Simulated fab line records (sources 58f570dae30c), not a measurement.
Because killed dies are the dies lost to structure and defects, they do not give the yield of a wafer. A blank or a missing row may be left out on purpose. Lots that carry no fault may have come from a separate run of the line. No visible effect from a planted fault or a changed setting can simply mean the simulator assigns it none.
Chamber matching / flow berkeley_cmos170 / UCB170_GATE_ETCH_15 on rie_si-01: 4 sister chambers
The step etches poly-Si in HBr/Cl2, stops on SiO2, time 56.3 s, target depth 278.2 nm. 8 wafers are shown with their chamber, then 7 later ones without.

WAFERS, EACH WITH ITS CHAMBER
wafer=L475.2; chamber=0; drypump_motor_current_A (A)=5.91; throttle_valve_pct (%)=26.72
wafer=L475.3; chamber=3; drypump_motor_current_A (A)=5.97; throttle_valve_pct (%)=26.39
wafer=L479.4; chamber=2; drypump_motor_current_A (A)=5.11; throttle_valve_pct (%)=26.70
wafer=L491.4; chamber=3; drypump_motor_current_A (A)=5.95; throttle_valve_pct (%)=26.29
wafer=L491.5; chamber=2; drypump_motor_current_A (A)=5.11; throttle_valve_pct (%)=26.71
wafer=L491.6; chamber=1; drypump_motor_current_A (A)=5.51; throttle_valve_pct (%)=26.15
wafer=L492.2; chamber=1; drypump_motor_current_A (A)=5.52; throttle_valve_pct (%)=26.15
wafer=L492.4; chamber=0; drypump_motor_current_A (A)=5.91; throttle_valve_pct (%)=26.72

WAFERS WITH NO CHAMBER GIVEN
wafer=L492.5; drypump_motor_current_A (A)=5.53; throttle_valve_pct (%)=26.14
wafer=L495.4; drypump_motor_current_A (A)=5.11; throttle_valve_pct (%)=26.70
wafer=L495.5; drypump_motor_current_A (A)=5.92; throttle_valve_pct (%)=26.72
wafer=L495.6; drypump_motor_current_A (A)=5.52; throttle_valve_pct (%)=26.14
wafer=L497.3; drypump_motor_current_A (A)=5.93; throttle_valve_pct (%)=26.28
wafer=L497.4; drypump_motor_current_A (A)=5.51; throttle_valve_pct (%)=26.14
wafer=L497.6; drypump_motor_current_A (A)=5.95; throttle_valve_pct (%)=26.28

WHICH CHAMBER EACH WENT THROUGH
wafer=L492.5; from the rows above=1; in truth=1
wafer=L495.4; from the rows above=2; in truth=2
wafer=L495.5; from the rows above=0; in truth=0
wafer=L495.6; from the rows above=1; in truth=1
wafer=L497.3; from the rows above=3; in truth=3
wafer=L497.4; from the rows above=1; in truth=1
wafer=L497.6; from the rows above=3; in truth=3
Correct placement for 7 of the 7. Not placeable from these rows: 0. Number placed wrongly: 0.
How it was worked out, from the rows above alone: a wafer's distance from a chamber is the root of the sum, over the readings, of the square of ((its reading less the chamber's mean) divided by the reading's scatter). The wafer belongs to the nearest chamber; if the next one is less than 2 further off, it can't be placed. For every chamber, the mean is computed from those of its wafers that are shown. The scatter: the root of (the sum of the squares of (reading less its chamber's mean) over the shown wafers, divided by (wafers less chambers)).
